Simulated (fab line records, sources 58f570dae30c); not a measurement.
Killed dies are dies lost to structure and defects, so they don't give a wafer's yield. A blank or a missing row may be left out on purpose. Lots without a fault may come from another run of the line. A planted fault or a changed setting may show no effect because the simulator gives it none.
Which tool did it? | flow berkeley_cmos170 | 7 lots, 21 wafers sampled, at 1 step of a route of 331

WHAT THE GAUGES READ, wafer by wafer
UCB170_PWELL_OVL_MEAS_13.
lot  | measured    | on         | PWELL_OVL (nm)
L731 | day 3 20:08 | overlay-01 | -2 8 9
L733 | day 4 05:15 | overlay-01 | -5 -1 1
L736 | day 5 02:07 | overlay-02 | -2 -5 -1
L738 | day 5 10:27 | overlay-02 | -9 -1 2
L741 | day 6 04:43 | overlay-02 | -1 -2 7
L749 | day 7 16:41 | overlay-01 | 0 -7 -2
L750 | day 7 22:44 | overlay-02 | -9 -2 -10

WHICH TOOL RAN EACH LOT (tool, then ch and the chambers of the sampled wafers, then the start)
The record holds no process step before these readings.

THE ANSWER, worked out from the rows above alone
Rule: what is usual is taken from the lots themselves. Put in order of their means at a reading, lots are off if they are a third of the lots or fewer, leave a main group of 4 or more, and stand apart from it by a gap of 3 or more times the standard deviation of the main group's means; of several such gaps the widest counts. A main group whose means are all the same, to the digits that the tables above print for the reading, isn't used. A lot without any number at a reading at which 4 lots or more have one is off too. The other lots that the step has rows for count as sound.
No lot is off at any reading shown: from this, nothing can be told.

WHAT THE SIMULATOR HAD PUT IN
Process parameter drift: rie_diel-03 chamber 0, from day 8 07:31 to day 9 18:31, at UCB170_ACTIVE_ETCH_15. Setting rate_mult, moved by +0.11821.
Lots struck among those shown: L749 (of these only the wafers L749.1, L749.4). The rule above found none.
